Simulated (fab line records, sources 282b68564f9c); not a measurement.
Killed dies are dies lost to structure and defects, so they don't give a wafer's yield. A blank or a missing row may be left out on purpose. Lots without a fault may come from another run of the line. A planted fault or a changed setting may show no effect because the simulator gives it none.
Which tool did it? | flow rit_cmos | 7 lots, 21 wafers sampled, at 2 steps of a route of 202

WHAT THE GAUGES READ, wafer by wafer
RIT_SDANNEAL_RS_MEAS_04: measures by four-point-probe.
lot  | measured    | on            | PSD_RS (ohm/sq)
L775 | day 3 10:58 | film_metro-02 | 115.70 115.40 115.65
L778 | day 4 00:31 | film_metro-02 | 115.62 115.53 115.57
L780 | day 4 09:09 | film_metro-04 | 115.90 116.70 116.02
L784 | day 5 08:02 | film_metro-04 | 115.81 115.94 115.59
L786 | day 5 17:32 | film_metro-01 | 107.64 107.71 107.89 107.83 107.41 107.84
L788 | day 6 08:31 | film_metro-02 | 108.60 108.20 108.40 108.60 108.18 108.29
L794 | day 7 15:00 | film_metro-04 | 116.11 116.37 116.29

WHICH TOOL RAN EACH LOT (tool, then ch and the chambers of the sampled wafers, then the start)
lot  | RIT_PSD_IMPLANT_08
L775 | implanter-02 ch 0, day 3 09:48
L778 | implanter-04 ch 0, day 3 23:43
L780 | implanter-02 ch 0, day 4 08:21
L784 | implanter-03 ch 0, day 5 07:14
L786 | implanter-04 ch 0, day 5 15:14
L788 | implanter-04 ch 0, day 6 07:33
L794 | implanter-03 ch 0, day 7 14:09
- RIT_PSD_IMPLANT_08

THE ANSWER, worked out from the rows above alone
Rule: what is usual is taken from the lots themselves. Put in order of their means at a reading, lots are off if they are a third of the lots or fewer, leave a main group of 4 or more, and stand apart from it by a gap of 3 or more times the standard deviation of the main group's means; of several such gaps the widest counts. A main group whose means are all the same, to the digits that the tables above print for the reading, isn't used. A lot without any number at a reading at which 4 lots or more have one is off too. The other lots that the step has rows for count as sound.
Off: L786, L788, at RIT_SDANNEAL_RS_MEAS_04 (PSD_RS). The main group: mean 115.88 ohm/sq, standard deviation 0.3.
A tool fits if, at a process step before that reading, it ran every lot that is off, and no sound lot after the first of them. The gauges at RIT_SDANNEAL_RS_MEAS_04 are tried like those tools. One fits: implanter-04 at RIT_PSD_IMPLANT_08. Its last sound lot is L778 (day 3 23:43), its first lot that is off L786 (day 5 15:14): a fault that began between those two fits.

WHAT THE SIMULATOR HAD PUT IN
Process parameter drift: implanter-04, from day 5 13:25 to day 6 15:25, at RIT_PSD_IMPLANT_08. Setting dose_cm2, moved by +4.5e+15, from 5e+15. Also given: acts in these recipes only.
Lots struck among those shown: L786, L788. The rule above found the same.
